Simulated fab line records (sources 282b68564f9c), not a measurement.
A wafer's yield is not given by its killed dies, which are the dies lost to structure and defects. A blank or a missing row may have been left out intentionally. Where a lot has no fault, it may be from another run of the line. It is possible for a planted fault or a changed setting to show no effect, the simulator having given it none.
Struck lot and sound lot, side by side + flow ritCmos + 45 steps out of a route of 202
Sound: the wafers L149.2, L149.4, L149.5. Struck: wafers L165.2, L165.3, L165.4. The cause is named last.
For every step that has rows: the tool of each side, followed by ch and its chambers, followed by its first start. Under that, the readings that differ: sound wafers + struck wafers + difference of the means + sigmas: that difference in standard deviations of wafers without a fault.
alike: a reading whose means differ by less than 2 such deviations, as well as words and numbers matching on both sides. not compared: withheld readings; readings where some wafer has no value; bounds like >300 that might hide an equal value; numbers whose values overlap and for which the record gives no deviation.
A row with sigmas, a row that says differs or no value, or rows on one side alone: a step with any of these is where the two part. When numbers do not overlap yet have no deviation, they are printed without sigmas and do not part them. A reading that every wafer of one side lacks parts them only if that side has two wafers or more.

first, 1 step without rows for these wafers: RIT_ACTIVE_DEVELOP_10 (develop time 50 s).
RIT_ACTIVE_CD_MEAS_11: target cd 1400 nm.
  sound on cdSem-02 at day 2 20:42; struck on cdSem-02 at day 6 04:50
  alike: cdNm
then, 1 step without rows for these wafers: RIT_ACTIVE_HARDBAKE_12 (time 60 s).
RIT_ACTIVE_ETCH_13: etches Si3N4 in SF6, stops on SiO2, time 210 s, target depth 210 nm.
  sound on rieDiel-01 ch 1,3, day 2 20:57; struck on rieDiel-04 ch 0,1, day 6 05:05
  alike: SF6_flow_sccm, drypumpMotorCurrentA, oesProductAu, throttleValvePct
  not compared: rfHoursCounterH
RIT_ACTIVE_STRIP_14: strips in O2, time 180 s.
  sound on plasmaAsher-02 ch 0,1, day 2 21:05; struck on plasmaAsher-04 ch 0,1, day 6 05:14
  alike: drypumpMotorCurrentA, rfReflPowerW
  not compared: rfHoursCounterH
RIT_ACTIVE_CD_MEAS_90: target cd 1400 nm.
  sound on cdSem-01 at day 2 21:17; struck on cdSem-01 at day 6 05:25
  alike: cdNm
then, 4 steps without rows for these wafers: RIT_ACTIVE_CLEAN_15 (cleans in SC1, time 600 s); RIT_ACTIVE_CLEAN_16 (cleans in dHF, time 30 s); RIT_ACTIVE_CLEAN_17 (cleans in SC2, time 600 s); RIT_FOX1_OXIDATION_00 (target thk 350.7 nm, ox time 1130 s).
RIT_FOX1_THK_MEAS_01:
  sound on filmMetro-01 at day 3 00:26; struck on filmMetro-03 at day 6 09:08
| reading             | sound       | struck      | difference | sigmas |
|---------------------|-------------|-------------|------------|--------|
| FOX1_OXIDE_THK (nm) | 358 362 364 | 339 340 342 | -21        | -3     |
then, 1 step without rows for these wafers: RIT_FOX1_WET_ETCH_02 (etches SiO2 in BOE, target depth 350 nm, time 390 s).
RIT_FOX2_OXIDATION_00: target thk 350.7 nm, ox time 1168 s.
  sound on furnace-03 ch 0, day 3 00:36; struck on furnace-03 ch 0, day 6 10:25
| reading                                    | sound                | struck               | difference | sigmas      |
|--------------------------------------------|----------------------|----------------------|------------|-------------|
| spikeTcCentreC (C)                         | 1100.0 1100.1 1104.4 | 1117.6 1117.7 1115.8 | +15.5      | +13         |
| spikeTcLoadC (C)                           | 1124.4 1125.1 1123.4 | 1138.2 1139.8 1139.2 | +14.8      | +6          |
| spikeTcSourceC (C)                         | 1126.0 1126.5 1127.0 | 1144.8 1143.4 1143.3 | +17.3      | +14         |
| tubeCenterTempC (C)                        | 1100 1100 1100.1     | 1114.9 1114.9 1115.1 | +14.9      | +99 or more |
| tube_center_temp_C_max                     | 1103.2 1102.4 1102.7 | 1117.7 1118.9 1117.5 | +15.3      | +35         |
| model.SiO2_of_FOX2_OXIDATION_00.thkNm (nm) | 364.4 371.7 363.3    | 396.4 395.4 393.7    | +28.7      |             |
  alike: zonePowerCentrePct, zonePowerSourcePct
RIT_FOX2_THK_MEAS_01:
  sound on filmMetro-04 at day 3 01:55; struck on filmMetro-03 at day 6 11:45
| reading             | sound       | struck      | difference | sigmas |
|---------------------|-------------|-------------|------------|--------|
| FOX2_OXIDE_THK (nm) | 365 372 363 | 396 396 394 | +29        | +4     |
then, 2 steps without rows for these wafers: RIT_FOX2_CLEAN_02 (cleans in dHF, time 180 s); RIT_FOX2_WET_ETCH_03 (etches Si3N4 in H3PO4, target depth 195 nm, time 2700 s).
RIT_FOX2_THK_MEAS_90:
  sound on filmMetro-02 at day 3 02:52; struck on filmMetro-02 at day 6 12:38
| reading                     | sound       | struck      | difference | sigmas |
|-----------------------------|-------------|-------------|------------|--------|
| FIELD_OXIDE_LEFT_1_THK (nm) | 337 344 336 | 369 368 367 | +29        | +4     |
then, 6 steps without rows for these wafers: RIT_NWELL_HMDS_00 (prime time 60 s); RIT_NWELL_COAT_01 (resist thk 1300 nm); RIT_NWELL_SOFTBAKE_02 (time 60 s); RIT_NWELL_EXPOSE_03 (exposes mask M2, target cd 43900 nm); RIT_NWELL_PEB_04; RIT_NWELL_DEVELOP_05 (develop time 68 s).
RIT_NWELL_OVL_MEAS_06:
  sound on overlay-01 at day 3 03:56; struck on overlay-02 at day 6 13:34
  alike: NWELL_OVL
then, 2 steps without rows for these wafers: RIT_NWELL_HARDBAKE_07 (time 120 s); RIT_NWELL_IMPLANT_08.
RIT_NWELL_STRIP_09: strips in O2, time 180 s.
  sound on plasmaAsher-02 ch 0,1, day 3 04:22; struck on plasmaAsher-02 ch 0,1, day 6 13:59
  alike: drypumpMotorCurrentA, rfReflPowerW
  not compared: rfHoursCounterH
RIT_NWELL_TW_MEAS_10:
  sound on filmMetro-01 at day 3 04:32; struck on filmMetro-03 at day 6 14:11
  alike: NWELL_TW
then, 6 steps without rows for these wafers: RIT_PWELL_HMDS_00 (prime time 60 s); RIT_PWELL_COAT_01 (resist thk 1300 nm); RIT_PWELL_SOFTBAKE_02 (time 60 s); RIT_PWELL_EXPOSE_03 (exposes mask M3, target cd 43700 nm); RIT_PWELL_PEB_04; RIT_PWELL_DEVELOP_05 (develop time 68 s).
RIT_PWELL_OVL_MEAS_06:
  sound on overlay-02 at day 3 05:36; struck on overlay-02 at day 6 15:07
  alike: PWELL_OVL
then, 2 steps without rows for these wafers: RIT_PWELL_HARDBAKE_07 (time 120 s); RIT_PWELL_IMPLANT_08.
RIT_PWELL_STRIP_09: strips in O2, time 180 s.
  sound on plasmaAsher-01 ch 0,1, day 3 06:02; struck on plasmaAsher-02 ch 0,1, day 6 15:33
  alike: drypumpMotorCurrentA, rfReflPowerW
  not compared: rfHoursCounterH
RIT_PWELL_TW_MEAS_10:
  sound on filmMetro-03 at day 3 06:13; struck on filmMetro-03 at day 6 15:44
  alike: PWELL_TW
then, 1 step without rows for these wafers: RIT_WELLDRIVE_ANNEAL_00 (time 14700 s).
RIT_WELLDRIVE_RS_MEAS_01: a four-point-probe measurement.
  sound on filmMetro-04 at day 3 12:17; struck on filmMetro-01 at day 6 21:52
  alike: NWELL_RS
RIT_WELLDRIVE_RS_MEAS_02: a four-point-probe measurement.
  sound on filmMetro-04 at day 3 12:24; struck on filmMetro-01 at day 6 21:59
| reading           | sound             | struck            | difference | sigmas |
|-------------------|-------------------|-------------------|------------|--------|
| PWELL_RS (ohm/sq) | 428.8 429.2 430.0 | 431.2 431.7 431.1 | +2.0       | +2     |
RIT_FOX2_THK_MEAS_91:
  sound on filmMetro-02 at day 3 16:26; struck on filmMetro-03 at day 7 01:39
| reading                     | sound       | struck      | difference | sigmas |
|-----------------------------|-------------|-------------|------------|--------|
| FIELD_OXIDE_LEFT_2_THK (nm) | 270 277 269 | 301 301 299 | +28        | +3     |
RIT_SILICIDE_WET_ETCH_00: etches SiO2 in BOE, target depth 14 nm, time 15 s.
  sound on wetBench-03 ch 1, day 4 11:47; struck on wetBench-04 ch 0, day 8 01:43
| reading                                    | sound             | struck            | difference | sigmas |
|--------------------------------------------|-------------------|-------------------|------------|--------|
| model.SiO2_of_FOX2_OXIDATION_00.thkNm (nm) | 164.6 171.8 162.7 | 197.1 195.6 192.9 | +28.8      |        |
  alike: tempC
RIT_M1_PROBE_99:
  sound on prober-01 at day 4 18:52; struck on prober-01 at day 8 08:38
| reading                    | sound                | struck               | difference | sigmas |
|----------------------------|----------------------|----------------------|------------|--------|
| model.etest.pwell.rsOhmSq  | 421.2 412.4 418      | 435.3 429.8 428.4    | +14.0      |        |
| model.etest.fieldN.vtV (V) | 36.72 37.69 36.6     | 40.6 40.41 40.3      | +3.4       |        |
| model.etest.fieldP.vtV (V) | -12.51 -12.62 -12.47 | -13.67 -13.63 -13.51 | -1.07      |        |
  alike: killedAtContacts, killedAtFrontEnd, killedDies, killedOpen, killedShort
  not compared: model.etest.pldd.widthNm, model.etest.nldd.widthNm

WHERE THEY PART
Last at RIT_FOX2_THK_MEAS_91 as far as this record goes, first at RIT_FOX1_THK_MEAS_01. Later steps at which nothing parts them and some readings are alike: RIT_SILICIDE_WET_ETCH_00, RIT_M1_PROBE_99.

WHY: the cause the simulator had injected
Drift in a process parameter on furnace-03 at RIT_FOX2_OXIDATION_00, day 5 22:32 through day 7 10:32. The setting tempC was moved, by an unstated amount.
